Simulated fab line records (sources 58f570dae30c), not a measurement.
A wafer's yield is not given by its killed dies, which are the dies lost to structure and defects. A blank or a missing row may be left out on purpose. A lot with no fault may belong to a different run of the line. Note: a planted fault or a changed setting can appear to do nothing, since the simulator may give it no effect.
Split-lot study | flow berkeley cmos170 | on a route of 331 steps: 5 lots, 23 wafers read

== SPLIT DETAILS ==
At UCB170_PWELL_COAT_08 (resist thk 900 nm), the setting resist thk nm was moved away from the recipe's 900 nm on 10 of the 23 wafers read, by -3.6% to +4.6%. All remaining wafers had this setting at the recipe value.

Between the split and the reading, the file records no step.

== THE READING ==
KrF_of_PWELL_COAT_08.thk nm (the simulator's own value, which no gauge read), in nm, at UCB170_PWELL_ETCH_14 (etches Si3N4 in CH3F/Ar/O2, stops on SiO2, target depth 242 nm, time 151 s). The file gives no usual value for it. Across the 13 wafers here that went through the recipe, the average is 725.2 nm and the standard deviation 5.5 nm.

wafer  | tool, chamber at the split | resist thk nm as run, nm | against the recipe | KrF_of_PWELL_COAT_08.thk nm, nm | against lot-mates on the recipe
L076.1 | litho track-01, 0          | 941.5                    | +4.6%              | 765.6                           | +37.9
L076.2 | litho track-01, 0          | 941.5                    | +4.6%              | 768.4                           | +40.7
L076.3 | litho track-01, 0          | 941.5                    | +4.6%              | 759.2                           | +31.5
L076.4 | litho track-01, 0          | 900                      | recipe             | 729.6                           | -
L076.6 | litho track-01, 0          | 900                      | recipe             | 725.8                           | -
L077.1 | litho track-04, 0          | 931.9                    | +3.5%              | 765.6                           | +37.7
L077.2 | litho track-04, 0          | 900                      | recipe             | 720.4                           | -
L077.3 | litho track-04, 0          | 931.9                    | +3.5%              | 762.6                           | +34.7
L077.4 | litho track-04, 0          | 900                      | recipe             | 735.4                           | -
L077.6 | litho track-04, 0          | 931.9                    | +3.5%              | 758.9                           | +31.0
L079.1 | litho track-04, 0          | 867.4                    | -3.6%              | 695.3                           | -30.0
L079.2 | litho track-04, 0          | 900                      | recipe             | 726.3                           | -
L079.4 | litho track-04, 0          | 867.4                    | -3.6%              | 693.3                           | -32.0
L079.5 | litho track-04, 0          | 900                      | recipe             | 728.1                           | -
L079.6 | litho track-04, 0          | 900                      | recipe             | 721.5                           | -
L081.1 | litho track-01, 0          | 876.5                    | -2.6%              | 698.2                           | -22.3
L081.2 | litho track-01, 0          | 900                      | recipe             | 726.8                           | -
L081.4 | litho track-01, 0          | 900                      | recipe             | 715.8                           | -
L081.5 | litho track-01, 0          | 900                      | recipe             | 718.9                           | -
L081.6 | litho track-01, 0          | 876.5                    | -2.6%              | 694.8                           | -25.7
L083.1 | litho track-02, 0          | 900                      | recipe             | 729.3                           | -
L083.5 | litho track-02, 0          | 900                      | recipe             | 730.9                           | -
L083.6 | litho track-02, 0          | 900                      | recipe             | 718.3                           | -

THE FIT
A straight line over all 23 wafers: KrF_of_PWELL_COAT_08.thk nm changes by +9.28 nm for each +1% of resist thk nm; r = +0.97; the points scatter about the line by 5.4 nm.
The same after taking each lot's own level away (the mean of its wafers on the recipe; 23 wafers): +8.66 nm for each +1%; r = +0.98; scatter 4.7 nm.
According to that fit, moving resist thk nm by its largest amount changes the reading by 40 nm.
Measured against the standard deviation above, the lots' own levels, which go from 720.50 to 727.90 nm, span 1.3 times it.
Consequently the slope shifts little with the lot-to-lot level, the two slopes agreeing.
Check: with one of the wafers moved furthest among these (+4.6%) left out of the fit, the line predicts +40.3 nm for it against its lot-mates. It came out at +37.9 nm against them.

== THE OTHER SPLITS THESE WAFERS WENT THROUGH ==
Note: prior to the reading, these wafers also went through further splits. Each is held against what the fit with the lots' levels taken away leaves over:
other split on the same wafers   | wafers away from the commonest value | r with KrF_of_PWELL_COAT_08.thk nm (lot level and that fit taken away)
UCB170_NWELL_IMPLANT_14 dose cm2 | 5                                    | -0.38

== THE WHOLE CHAIN: every reading that the file lists as answering this split, in the file's order ==
step                  | what it does                                                               | reading                                                                      | change (the file's fit)              | r (the file's)
UCB170_PWELL_COAT_08  | resist thk 900 nm                                                          | KrF_of_PWELL_COAT_08.thk nm (the simulator's own value, which no gauge read) | +8.82 nm for each +1% of the setting | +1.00
UCB170_PWELL_ETCH_14  | etches Si3N4 in CH3F/Ar/O2, stops on SiO2, target depth 242 nm, time 151 s | KrF_of_PWELL_COAT_08.thk nm (the simulator's own value, which no gauge read) | +8.67 nm for each +1% of the setting | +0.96
UCB170_PWELL_STRIP_16 | strips in O2                                                               | strip time to endpoint s                                                     | withheld for each +1% of the setting | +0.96

== THE FILE'S OWN FIT ==
KrF_of_PWELL_COAT_08.thk nm changes by +8.67 nm for each +1% of resist thk nm, r = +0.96.
